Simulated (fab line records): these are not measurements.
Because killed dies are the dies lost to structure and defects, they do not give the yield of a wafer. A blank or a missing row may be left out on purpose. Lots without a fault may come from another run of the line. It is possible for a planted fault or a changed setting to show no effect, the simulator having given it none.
Which of the tools did it? :: flow berkeley-cmos170 :: 14 lots, 42 wafers sampled, at 1 step of a route of 331

WHAT EACH GAUGE READ, for each wafer
UCB170_START_BOW_MEAS_00. Usual: INCOMING_BOW -1 um, standard deviation 6.6.
lot: L712
measured: day 1 15:00
on: film-metro-04
INCOMING_BOW (um): -2 -10 7
flag: 

lot: L713
measured: day 1 20:01
on: film-metro-04
INCOMING_BOW (um): 1 -13 4
flag: 

lot: L715
measured: day 2 06:01
on: film-metro-04
INCOMING_BOW (um): -14 -5 8
flag: 

lot: L716
measured: day 2 11:02
on: film-metro-04
INCOMING_BOW (um): 0 -6 0
flag: 

lot: L717
measured: day 2 16:06
on: film-metro-01
INCOMING_BOW (um): -9 -3 -2
flag: 

lot: L718
measured: day 2 21:00
on: film-metro-04
INCOMING_BOW (um): 3 -4 -17
flag: 

lot: L726
measured: day 4 13:00
on: film-metro-04
INCOMING_BOW (um): -8 -3 -3
flag: 

lot: L727
measured: day 4 18:04
on: film-metro-02
INCOMING_BOW (um): 2 9 -13
flag: 

lot: L729
measured: day 5 04:00
on: film-metro-04
INCOMING_BOW (um): -3 -5 4
flag: 

lot: L730
measured: day 5 09:01
on: film-metro-02
INCOMING_BOW (um): 0 -2 -8
flag: 

lot: L731
measured: day 5 14:00
on: film-metro-01
INCOMING_BOW (um): -6 6 -9
flag: 

lot: L732
measured: day 5 19:01
on: film-metro-01
INCOMING_BOW (um): 0 2 -5
flag: 

lot: L733
measured: day 6 00:02
on: film-metro-04
INCOMING_BOW (um): -4 0 9
flag: 

lot: L734
measured: day 6 05:00
on: film-metro-04
INCOMING_BOW (um): 12 -5 3
flag: 

WHAT TOOL EACH LOT RAN ON (gives the tool, then ch and the chambers of the sampled wafers, and finally the start)
No process step before these readings appears in the record.

AS READ BY THE TOOLS THEMSELVES (means over the sampled wafers that have a number; for cases with no such wafer, the mark the record gives instead)
The record holds no such reading with a usual standard deviation.

THE ANSWER, worked out from the rows above alone
Rule: a lot is off if the mean of its wafers that have a number lies more than 3 standard deviations from the usual mean. A lot without any number at a reading at which 4 lots or more have one is off too. All remaining lots with rows at the step are treated as sound. Order of review: gauges by route order, followed by the tools' own readings, for which a lot's mean as printed above is used. At the first step where some lot is off, the reading lying furthest off is the one used; lots without a number count as furthest.
No lot is off on any of the readings shown, so nothing can be concluded from this.

WHAT WAS PUT IN BY THE SIMULATOR
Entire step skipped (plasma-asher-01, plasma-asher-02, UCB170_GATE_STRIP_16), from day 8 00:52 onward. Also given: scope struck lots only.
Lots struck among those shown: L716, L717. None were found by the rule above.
